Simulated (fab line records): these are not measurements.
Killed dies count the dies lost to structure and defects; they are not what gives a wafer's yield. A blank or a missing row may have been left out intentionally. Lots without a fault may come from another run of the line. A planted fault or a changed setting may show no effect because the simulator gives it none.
Split-lot trial || flow rit cmos || on a route of 202 steps: 5 lots, 23 wafers read

SPLIT DETAILS
At RIT_NRETRO_IMPLANT_08, the setting energy kev was moved away from the recipe's 70 on 5 of the 23 wafers read, by -1.9% to +4.6%. All remaining wafers had this setting at the recipe value.

The reading is taken at the split's own step.

THE READING
implant.drp nm (the simulator's own value, which no gauge read), in nm, at RIT_NRETRO_IMPLANT_08. The file does not state a usual value for it.

{"wafer": "L074.2", "tool, chamber at the split": "implanter-02, 0", "energy kev as run": 68.69, "against the recipe": "-1.9%", "implant.drp nm, nm": 33.4, "against lot-mates on the recipe": -0.54}
{"wafer": "L074.3", "tool, chamber at the split": "implanter-02, 0", "energy kev as run": 68.69, "against the recipe": "-1.9%", "implant.drp nm, nm": 33.4, "against lot-mates on the recipe": -0.54}
{"wafer": "L074.4", "tool, chamber at the split": "implanter-02, 0", "energy kev as run": 70, "against the recipe": "recipe", "implant.drp nm, nm": 33.94, "against lot-mates on the recipe": "-"}
{"wafer": "L074.5", "tool, chamber at the split": "implanter-02, 0", "energy kev as run": 70, "against the recipe": "recipe", "implant.drp nm, nm": 33.94, "against lot-mates on the recipe": "-"}
{"wafer": "L074.6", "tool, chamber at the split": "implanter-02, 0", "energy kev as run": 70, "against the recipe": "recipe", "implant.drp nm, nm": 33.94, "against lot-mates on the recipe": "-"}
{"wafer": "L079.1", "tool, chamber at the split": "implanter-01, 0", "energy kev as run": 73.23, "against the recipe": "+4.6%", "implant.drp nm, nm": 35.25, "against lot-mates on the recipe": "+1.31"}
{"wafer": "L079.5", "tool, chamber at the split": "implanter-01, 0", "energy kev as run": 73.23, "against the recipe": "+4.6%", "implant.drp nm, nm": 35.25, "against lot-mates on the recipe": "+1.31"}
{"wafer": "L079.6", "tool, chamber at the split": "implanter-01, 0", "energy kev as run": 73.23, "against the recipe": "+4.6%", "implant.drp nm, nm": 35.25, "against lot-mates on the recipe": "+1.31"}
{"wafer": "L079.2", "tool, chamber at the split": "implanter-01, 0", "energy kev as run": 70, "against the recipe": "recipe", "implant.drp nm, nm": 33.94, "against lot-mates on the recipe": "-"}
{"wafer": "L079.3", "tool, chamber at the split": "implanter-01, 0", "energy kev as run": 70, "against the recipe": "recipe", "implant.drp nm, nm": 33.94, "against lot-mates on the recipe": "-"}
{"wafer": "L081.1", "tool, chamber at the split": "implanter-01, 0", "energy kev as run": 70, "against the recipe": "recipe", "implant.drp nm, nm": 33.94, "against lot-mates on the recipe": "-"}
{"wafer": "L081.2", "tool, chamber at the split": "implanter-01, 0", "energy kev as run": 70, "against the recipe": "recipe", "implant.drp nm, nm": 33.94, "against lot-mates on the recipe": "-"}
{"wafer": "L081.4", "tool, chamber at the split": "implanter-01, 0", "energy kev as run": 70, "against the recipe": "recipe", "implant.drp nm, nm": 33.94, "against lot-mates on the recipe": "-"}
{"wafer": "L081.5", "tool, chamber at the split": "implanter-01, 0", "energy kev as run": 70, "against the recipe": "recipe", "implant.drp nm, nm": 33.94, "against lot-mates on the recipe": "-"}
{"wafer": "L081.6", "tool, chamber at the split": "implanter-01, 0", "energy kev as run": 70, "against the recipe": "recipe", "implant.drp nm, nm": 33.94, "against lot-mates on the recipe": "-"}
{"wafer": "L082.2", "tool, chamber at the split": "implanter-02, 0", "energy kev as run": 70, "against the recipe": "recipe", "implant.drp nm, nm": 33.94, "against lot-mates on the recipe": "-"}
{"wafer": "L082.3", "tool, chamber at the split": "implanter-02, 0", "energy kev as run": 70, "against the recipe": "recipe", "implant.drp nm, nm": 33.94, "against lot-mates on the recipe": "-"}
{"wafer": "L082.4", "tool, chamber at the split": "implanter-02, 0", "energy kev as run": 70, "against the recipe": "recipe", "implant.drp nm, nm": 33.94, "against lot-mates on the recipe": "-"}
{"wafer": "L082.5", "tool, chamber at the split": "implanter-02, 0", "energy kev as run": 70, "against the recipe": "recipe", "implant.drp nm, nm": 33.94, "against lot-mates on the recipe": "-"}
{"wafer": "L082.6", "tool, chamber at the split": "implanter-02, 0", "energy kev as run": 70, "against the recipe": "recipe", "implant.drp nm, nm": 33.94, "against lot-mates on the recipe": "-"}
{"wafer": "L085.1", "tool, chamber at the split": "implanter-01, 0", "energy kev as run": 70, "against the recipe": "recipe", "implant.drp nm, nm": 33.94, "against lot-mates on the recipe": "-"}
{"wafer": "L085.4", "tool, chamber at the split": "implanter-01, 0", "energy kev as run": 70, "against the recipe": "recipe", "implant.drp nm, nm": 33.94, "against lot-mates on the recipe": "-"}
{"wafer": "L085.6", "tool, chamber at the split": "implanter-01, 0", "energy kev as run": 70, "against the recipe": "recipe", "implant.drp nm, nm": 33.94, "against lot-mates on the recipe": "-"}

FIT RESULTS
A straight line over all 23 wafers: implant.drp nm changes by +0.285 nm for each +1% of energy kev; r = +1.00; the points scatter about the line by 0.0023 nm.
The same after taking each lot's own level away (the mean of its wafers on the recipe; 23 wafers): +0.285 nm for each +1%; r = +1.00; scatter 0.0023 nm.
Per that fit: largest energy kev move, reading shift of 1.3 nm.
The lots' own levels span 33.940 to 33.940 nm.
The two slopes are in agreement: the lot-to-lot level therefore moves the slope only a little.
Check: for one of the wafers moved furthest among these (+4.6%), held out of the fit, the line's prediction against its lot-mates is +1.31 nm. It came out at +1.31 nm against them.

THESE WAFERS: OTHER SPLITS
Other splits were also applied to these wafers ahead of the reading. Each is held against what the fit with the lots' levels taken away leaves over:
{"other split on the same wafers": "RIT_ACTIVE_OXIDATION_01 ox time s", "wafers away from the commonest value": 15, "r with implant.drp nm (lot level and that fit taken away)": -0.50}
{"other split on the same wafers": "RIT_FOX2_OXIDATION_00 ox time s", "wafers away from the commonest value": 10, "r with implant.drp nm (lot level and that fit taken away)": "+0.47"}
{"other split on the same wafers": "RIT_FOX2_WET_ETCH_03 time s", "wafers away from the commonest value": 18, "r with implant.drp nm (lot level and that fit taken away)": -0.14}
{"other split on the same wafers": "RIT_NWELL_IMPLANT_08 dose cm2", "wafers away from the commonest value": 8, "r with implant.drp nm (lot level and that fit taken away)": -0.06}
{"other split on the same wafers": "RIT_PWELL_IMPLANT_08 dose cm2", "wafers away from the commonest value": 8, "r with implant.drp nm (lot level and that fit taken away)": "+0.05"}

THE WHOLE CHAIN: every reading that the file lists as answering this split, in the file's order
{"step": "RIT_NRETRO_IMPLANT_08", "what it does": "", "reading": "implant.rp nm (the simulator's own value, which no gauge read)", "change (the file's fit)": "+0.874 nm for each +1% of the setting", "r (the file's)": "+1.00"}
{"step": "RIT_NRETRO_IMPLANT_08", "what it does": "", "reading": "implant.drp nm (the simulator's own value, which no gauge read)", "change (the file's fit)": "+0.285 nm for each +1% of the setting", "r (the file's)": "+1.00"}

FILE'S OWN FIT
implant.drp nm changes by +0.285 nm for each +1% of energy kev, r = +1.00.
